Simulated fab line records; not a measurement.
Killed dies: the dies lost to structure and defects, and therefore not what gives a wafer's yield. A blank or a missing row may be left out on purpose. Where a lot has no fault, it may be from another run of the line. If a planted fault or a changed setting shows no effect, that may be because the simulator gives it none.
Which of the tools did it? / flow rit_cmos / 39 wafers from 13 lots sampled at 4 of the route's 202 steps

== WHAT THE GAUGES READ, wafer by wafer ==
RIT_NLDD_OVL_MEAS_06. Usual: for NLDD_OVL the level is 0.2 nm and the standard deviation is 1.2.
lot=L694; measured=day 3 08:33; on=overlay-02; NLDD_OVL (nm)=-0.4 -1.3 1.4; flag=
lot=L696; measured=day 3 15:11; on=overlay-02; NLDD_OVL (nm)=1.0 1.1 2.2; flag=
lot=L697; measured=day 3 21:38; on=overlay-02; NLDD_OVL (nm)=-2.6 -1.3 -3.0; flag=
lot=L698; measured=day 4 01:07; on=overlay-02; NLDD_OVL (nm)=2.6 -1.0 0.2; flag=
lot=L699; measured=day 4 06:26; on=overlay-01; NLDD_OVL (nm)=-0.5 -2.8 0.7; flag=
lot=L700; measured=day 4 12:58; on=overlay-02; NLDD_OVL (nm)=-0.9 0.1 -0.5; flag=
lot=L701; measured=day 4 19:44; on=overlay-02; NLDD_OVL (nm)=-0.8 0.2 -0.4; flag=
lot=L703; measured=day 5 02:16; on=overlay-01; NLDD_OVL (nm)=2.7 0.6 -0.4; flag=
lot=L705; measured=day 5 11:22; on=overlay-02; NLDD_OVL (nm)=-0.8 0.5 0.3; flag=
lot=L706; measured=day 5 15:05; on=overlay-02; NLDD_OVL (nm)=0.8 1.4 1.9; flag=
lot=L707; measured=day 5 21:44; on=overlay-02; NLDD_OVL (nm)=1.5 0.1 1.4; flag=
lot=L708; measured=day 6 00:17; on=overlay-01; NLDD_OVL (nm)=1.3 -0.6 -0.7; flag=
lot=L715; measured=day 7 13:07; on=overlay-01; NLDD_OVL (nm)=-1.4 -0.2 1.1; flag=

RIT_NSD_OVL_MEAS_06. Usual: for NSD_OVL the level is -0.8 nm and the standard deviation is 1.2.
lot=L694; measured=day 3 14:20; on=overlay-01; NSD_OVL (nm)=-0.5 -3.5 -0.1; flag=
lot=L696; measured=day 3 20:35; on=overlay-01; NSD_OVL (nm)=-1.0 -0.6 -1.2; flag=
lot=L697; measured=day 4 03:16; on=overlay-01; NSD_OVL (nm)=-1.1 -0.1 -1.7; flag=
lot=L698; measured=day 4 06:43; on=overlay-02; NSD_OVL (nm)=0.7 -2.6 0.7; flag=
lot=L699; measured=day 4 12:19; on=overlay-02; NSD_OVL (nm)=-1.9 -1.5 -0.9; flag=
lot=L700; measured=day 4 18:26; on=overlay-01; NSD_OVL (nm)=-0.9 -1.1 -1.1; flag=
lot=L701; measured=day 5 01:14; on=overlay-01; NSD_OVL (nm)=-0.4 -2.9 -0.6; flag=
lot=L703; measured=day 5 08:54; on=overlay-01; NSD_OVL (nm)=1.1 1.3 -0.3; flag=
lot=L705; measured=day 5 17:52; on=overlay-02; NSD_OVL (nm)=-2.0 -0.5 -2.5; flag=
lot=L706; measured=day 5 20:46; on=overlay-02; NSD_OVL (nm)=-0.1 -1.5 -2.0; flag=
lot=L707; measured=day 6 03:14; on=overlay-01; NSD_OVL (nm)=-0.8 -1.4 -0.5; flag=
lot=L708; measured=day 6 05:39; on=overlay-01; NSD_OVL (nm)=-1.3 -0.4 -1.9; flag=
lot=L715; measured=day 7 18:53; on=overlay-02; NSD_OVL (nm)=2.3 -1.8 -1.1; flag=

RIT_M1_CD_MEAS_09 targets a cd of 2600 nm. Usual: cd_nm 2600.7 nm, standard deviation 1.6.
lot=L694; measured=day 3 21:40; on=cd_sem-01; cd_nm (nm)=2598.6 2601.5 2599.6; flag=
lot=L696; measured=day 4 04:14; on=cd_sem-01; cd_nm (nm)=2600.8 2599.8 2600.9; flag=
lot=L697; measured=day 4 11:01; on=cd_sem-01; cd_nm (nm)=2600.5 2601.5 2599.0; flag=
lot=L698; measured=day 4 14:05; on=cd_sem-01; cd_nm (nm)=2601.2 2602.5 2599.3; flag=
lot=L699; measured=day 4 19:43; on=cd_sem-01; cd_nm (nm)=2600.1 2602.9 2601.2; flag=
lot=L700; measured=day 5 02:01; on=cd_sem-01; cd_nm (nm)=2599.5 2600.3 2599.9; flag=
lot=L701; measured=day 5 08:43; on=cd_sem-02; cd_nm (nm)=2602.4 2599.8 2600.6; flag=
lot=L703; measured=day 5 16:23; on=cd_sem-02; cd_nm (nm)=2601.3 2601.3 2600.7; flag=
lot=L705; measured=day 6 01:10; on=cd_sem-02; cd_nm (nm)=2599.3 2601.8 2601.4; flag=
lot=L706; measured=day 6 04:27; on=cd_sem-02; cd_nm (nm)=2600.8 2601.0 2596.6; flag=
lot=L707; measured=day 6 10:47; on=cd_sem-01; cd_nm (nm)=2600.8 2599.9 2601.2; flag=
lot=L708; measured=day 6 12:51; on=cd_sem-02; cd_nm (nm)=2601.0 2597.8 2599.0; flag=
lot=L715; measured=day 8 02:05; on=cd_sem-01; cd_nm (nm)=2601.5 2598.9 2601.3; flag=

== TOOL THAT RAN EACH LOT (tool first, then ch and the chambers of the sampled wafers, then the start) ==
lot=L694; RIT_GATE_CLEAN_04=wet_bench-03 ch 2, day 2 17:50
lot=L696; RIT_GATE_CLEAN_04=wet_bench-03 ch 2, day 3 01:11
lot=L697; RIT_GATE_CLEAN_04=wet_bench-01 ch 0, day 3 10:10
lot=L698; RIT_GATE_CLEAN_04=wet_bench-04 ch 2, day 3 14:13
lot=L699; RIT_GATE_CLEAN_04=wet_bench-01 ch 0, day 3 19:08
lot=L700; RIT_GATE_CLEAN_04=wet_bench-03 ch 2, day 4 01:49
lot=L701; RIT_GATE_CLEAN_04=wet_bench-04 ch 3, day 4 07:15
lot=L703; RIT_GATE_CLEAN_04=wet_bench-01 ch 0, day 4 15:17
lot=L705; RIT_GATE_CLEAN_04=wet_bench-03 ch 3, day 5 02:34
lot=L706; RIT_GATE_CLEAN_04=wet_bench-03 ch 2, day 5 03:35
lot=L707; RIT_GATE_CLEAN_04=wet_bench-01 ch 1, day 5 08:41
lot=L708; RIT_GATE_CLEAN_04=wet_bench-04 ch 3, day 5 14:28
lot=L715; RIT_GATE_CLEAN_04=wet_bench-04 ch 0, day 7 02:41
- RIT_GATE_CLEAN_04: cleans in dHF, time 60 s.

== WHAT THE TOOLS THEMSELVES READ (means of the sampled wafers that have a number; where no wafer has one, the mark that the record gives instead) ==
The record holds no such reading with a usual standard deviation.

== THE ANSWER, worked out from the rows above alone ==
Rule: lot off if the mean of its wafers having a number is beyond 3 standard deviations from the usual mean. A lot without any number at a reading at which 4 lots or more have one is off too. Any other lot the step has rows for is counted as sound. After the gauges, taken in route order, come the tools' own readings; for these a lot's mean is taken, as printed above. The first step at which some lot is off is used, and at that step the reading that is off furthest; a lot without a number counts as furthest.
Across all readings shown, no lot is off: no conclusion can be drawn from this.

== WHAT THE SIMULATOR PUT IN ==
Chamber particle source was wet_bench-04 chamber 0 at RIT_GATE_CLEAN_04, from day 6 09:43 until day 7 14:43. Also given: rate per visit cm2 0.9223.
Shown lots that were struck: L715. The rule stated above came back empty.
